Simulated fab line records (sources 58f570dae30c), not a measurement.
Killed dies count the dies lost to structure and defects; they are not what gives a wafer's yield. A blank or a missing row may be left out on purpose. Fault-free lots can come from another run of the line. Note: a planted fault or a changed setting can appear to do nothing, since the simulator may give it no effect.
A single fault, viewed from 2 desks / flow berkeley cmos170 / each desk holds nothing but its own numbers, with what lay behind them at the end

== FOR THE TOOL OWNER'S DESK: rie metal-04 ==
The tool's own readings at UCB170_M2_METAL_ETCH_18 (etches Al in Cl2/BCl3, stops on SiO2, target depth 1170 nm, time 195 s): means of the sampled wafers that have a number, for each lot that ran on this tool. A lot is out of limits, marked OUT, if its mean lies more than 4 standard deviations from the usual mean; the brackets give that distance.
Columns: A = bcl3 flow sccm at UCB170_M2_METAL_ETCH_18, usual 45.01 sccm; B = chamber pressure mTorr at UCB170_M2_METAL_ETCH_18, usual 11.999 mTorr; C = drypump motor current A at UCB170_M2_METAL_ETCH_18, usual 5.93 A; D = he backside leak sccm at UCB170_M2_METAL_ETCH_18, usual 3.37 sccm; E = oes product au at UCB170_M2_METAL_ETCH_18, usual 0.850 a.u.; F = throttle valve pct at UCB170_M2_METAL_ETCH_18, usual 24.31 %
lot=L504; first seen here=day 8 00:55; A=45.08; B=11.999; C=5.93; D=3.38; E=0.839; F=24.08
lot=L507; first seen here=day 8 09:52; A=44.86; B=11.995; C=5.96; D=3.52; E=0.843; F=24.07
lot=L510; first seen here=day 9 05:41; A=45.11; B=12.001; C=5.92; D=3.34; E=0.840; F=24.16
lot=L511; first seen here=day 9 19:01; A=45.00; B=6.008 (-99 or more) OUT; C=5.94; D=3.30; E=0.838; F=24.08
lot=L520; first seen here=day 10 22:35; A=44.93; B=6.004 (-99 or more) OUT; C=5.91; D=3.44; E=0.848; F=24.17
This desk's finding: out of limits on L511, L520; first on L511, day 9 19:01 (chamber pressure mTorr at UCB170_M2_METAL_ETCH_18). L504, L507, L510 stayed within limits.

== AT THE METROLOGY DESK ==
What the gauges read, lot by lot, whatever tool the lot ran on: means of the sampled wafers that have a number. A lot is out of limits, marked OUT, if its mean lies more than 4 standard deviations from the usual mean; the brackets give that distance.
Columns: A = V1_POLISHED_THK at UCB170_V1_THK_MEAS_04, usual 999.8 nm; B = cd nm at UCB170_V1_CD_MEAS_12, usual 699.9 nm; C = V2_OVL at UCB170_V2_OVL_MEAS_13, usual 3 nm
lot=L504; first seen here=day 7 19:55; A=1000.2; B=701.2; C=-2
lot=L507; first seen here=day 8 05:24; A=999.1; B=698.2; C=-2
lot=L506; first seen here=day 8 06:45; A=999.2; B=700.7; C=5
lot=L505; first seen here=day 8 06:49; A=1000.5; B=697.6; C=-2
lot=L509; first seen here=day 9 00:23; A=1000.3; B=701.2; C=5
lot=L508; first seen here=day 9 01:42; A=1000.5; B=699.5; C=-2
lot=L510; first seen here=day 9 01:43; A=1001.5; B=697.7; C=-0
lot=L511; first seen here=day 9 11:52; A=999.5; B=700.9; C=3
lot=L520; first seen here=day 10 15:48; A=1000.2; B=698.9; C=3
lot=L521; first seen here=day 11 14:14; A=1001.0; B=699.4; C=11
lot=L523; first seen here=day 11 15:44; A=1000.9; B=700.4; C=1
lot=L524; first seen here=day 12 02:28; A=999.9; B=702.0; C=5
lot=L525; first seen here=day 12 03:47; A=998.9; B=701.1; C=3
Result from this desk: across the 13 lots, nothing is out of limits.

== PUT TOGETHER ==
The tool owner's desk could have raised an alarm at day 9 19:01, on L511, L520.
From the metrology desk's view, nothing was out of limits.
The metrology desk holds a record of L511, L520, inside its limits.
The lots listed all ran UCB170_M2_METAL_ETCH_18 on rie metal-04.

== WHAT THE SIMULATOR PUT IN ==
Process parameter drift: rie metal-04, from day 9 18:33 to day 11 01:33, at UCB170_M2_METAL_ETCH_18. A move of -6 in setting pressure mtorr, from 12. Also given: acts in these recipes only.
Shown lots that were struck: L511, L520.
Delay in hours, fault start to first out-of-limits reading, by desk: the tool owner's desk at 0.
